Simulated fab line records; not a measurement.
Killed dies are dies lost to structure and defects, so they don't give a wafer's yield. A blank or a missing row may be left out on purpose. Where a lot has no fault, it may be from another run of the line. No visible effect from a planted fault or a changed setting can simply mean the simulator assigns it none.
Comparing a struck lot with a sound one -- flow rit cmos -- 27 steps out of a route of 202
Sound: wafers L125.2, L125.4, L125.5. Wafers struck: L133.4, L133.5, L133.6. The cause is named last.
Per side, at each step with rows, come the tool, then ch with its chambers, and then its first start. Under that, the readings that differ: sound wafers -- struck wafers -- difference of the means -- sigmas: that difference in standard deviations of wafers without a fault.
alike: a reading whose means differ by less than 2 such deviations, as well as words and numbers matching on both sides. not compared: withheld readings; readings where some wafer has no value; bounds like >300 that might hide an equal value; numbers whose values overlap and for which the record gives no deviation.
A row with sigmas, a row that says differs or no value, or rows on one side alone: a step with any of these is where the two part. Numbers that don't overlap but have no deviation are shown without sigmas and don't part them. A reading missing from all wafers of one side parts the sides only when that side holds two or more wafers.

RIT_ACTIVE_BOW_MEAS_00:
  sound on film metro-03 at day 2 16:01; struck on film metro-04 at day 4 08:04
  alike: INCOMING_BOW
then, 1 step without rows for these wafers: RIT_ACTIVE_OXIDATION_01 (target thk 46.8 nm, ox time 3360 s).
RIT_ACTIVE_THK_MEAS_02:
  sound on film metro-04 at day 2 18:04; struck on film metro-03 at day 4 10:05
  alike: ACTIVE_OXIDE_THK
RIT_ACTIVE_CVD_03: deposits Si3N4 from SiH2Cl2/NH3, target thk 150 nm, time 1500 s.
  sound on lpcvd-01 ch 1, day 2 18:07; struck on lpcvd-02 ch 1, day 4 10:07
reading,sound,struck,difference,sigmas
nh3 flow sccm (sccm),150.1 149.7 150.2,179.5 179.0 179.4,+29.3,+81
model.Si3N4_of_ACTIVE_CVD_03.thk nm (nm),150.6 149.5 150.2,168.8 170.1 169.4,+19.3,
RIT_ACTIVE_THK_MEAS_04:
  sound on film metro-03 at day 2 19:32; struck on film metro-04 at day 4 11:34
reading,sound,struck,difference,sigmas
ACTIVE_NITRIDE_THK (nm),150.6 149.4 150.4,168.8 169.9 169.4,+19.2,+15
then, 6 steps without rows for these wafers: RIT_ACTIVE_HMDS_05 (prime time 60 s); RIT_ACTIVE_COAT_06 (resist thk 1000 nm); RIT_ACTIVE_SOFTBAKE_07 (time 60 s); RIT_ACTIVE_EXPOSE_08 (exposes mask M1, target cd 1400 nm); RIT_ACTIVE_PEB_09; RIT_ACTIVE_DEVELOP_10 (develop time 50 s).
RIT_ACTIVE_CD_MEAS_11 targets a cd of 1400 nm.
  sound on cd sem-01 at day 2 20:35; struck on cd sem-02 at day 4 12:38
  alike: cd nm
then, 1 step without rows for these wafers: RIT_ACTIVE_HARDBAKE_12 (time 60 s).
RIT_ACTIVE_ETCH_13: etches Si3N4 in SF6, stops on SiO2, time 210 s, target depth 210 nm.
  sound on rie diel-01 ch 0,1,3, day 2 20:50; struck on rie diel-03 ch 0,1,3, day 4 12:51
reading,sound,struck,difference,sigmas
oes product au (a.u.),0.819 0.823 0.847,0.852 0.888 0.878,+0.043,+4
model.etch.depth nm (nm),150.6 149.5 150.2,168.8 170.1 169.4,+19.3,
model.ACTIVE.feature depth nm (nm),150.6 150.7 150.2,168.8 170.1 169.4,+18.9,
  alike: drypump motor current A, throttle valve pct
  not compared: rf hours counter h
RIT_ACTIVE_STRIP_14: strips in O2, time 180 s.
  sound on plasma asher-01 ch 1, day 2 20:58; struck on plasma asher-03 ch 0,1, day 4 13:02
  alike: drypump motor current A, rf refl power W
  not compared: rf hours counter h
RIT_ACTIVE_CD_MEAS_90 targets a cd of 1400 nm.
  sound on cd sem-02 at day 2 21:10; struck on cd sem-01 at day 4 13:13
  alike: cd nm
then, 4 steps without rows for these wafers: RIT_ACTIVE_CLEAN_15 (cleans in SC1, time 600 s); RIT_ACTIVE_CLEAN_16 (cleans in dHF, time 30 s); RIT_ACTIVE_CLEAN_17 (cleans in SC2, time 600 s); RIT_FOX1_OXIDATION_00 (target thk 350.7 nm, ox time 1130 s).
RIT_FOX1_THK_MEAS_01:
  sound on film metro-04 at day 2 23:32; struck on film metro-02 at day 4 14:59
  alike: FOX1_OXIDE_THK
then, 2 steps without rows for these wafers: RIT_FOX1_WET_ETCH_02 (etches SiO2 in BOE, target depth 350 nm, time 390 s); RIT_FOX2_OXIDATION_00 (target thk 350.7 nm, ox time 1130 s).
RIT_FOX2_THK_MEAS_01:
  sound on film metro-03 at day 3 01:01; struck on film metro-04 at day 4 16:28
  alike: FOX2_OXIDE_THK
RIT_FOX2_CLEAN_02: cleans in dHF, time 180 s.
  sound on wet bench-04 ch 0, day 3 01:04; struck on wet bench-04 ch 3, day 4 16:30
reading,sound,struck,difference,sigmas
model.Si3N4_of_ACTIVE_CVD_03.thk nm (nm),131.4 130.3 131,149.7 150.9 150.2,+19.4,
then, 1 step without rows for these wafers: RIT_FOX2_WET_ETCH_03 (etches Si3N4 in H3PO4, target depth 195 nm, time 2700 s).
RIT_M1_PROBE_99:
  sound on prober-01 at day 4 14:20; struck on prober-01 at day 6 09:08
  alike: killed_at_M0_to_M3, killed at front end, killed dies, killed open, killed short

WHERE THEY PART
Earliest at RIT_ACTIVE_CVD_03; latest, in this record, at RIT_ACTIVE_ETCH_13. Later steps at which nothing parts them and some readings are alike: RIT_ACTIVE_STRIP_14, RIT_ACTIVE_CD_MEAS_90, RIT_FOX1_THK_MEAS_01, RIT_FOX2_THK_MEAS_01, RIT_M1_PROBE_99.

WHY: what had been put in by the simulator
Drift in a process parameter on lpcvd-02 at RIT_ACTIVE_CVD_03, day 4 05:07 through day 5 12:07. A move of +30 in setting nh3 flow sccm, from 150. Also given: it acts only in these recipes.
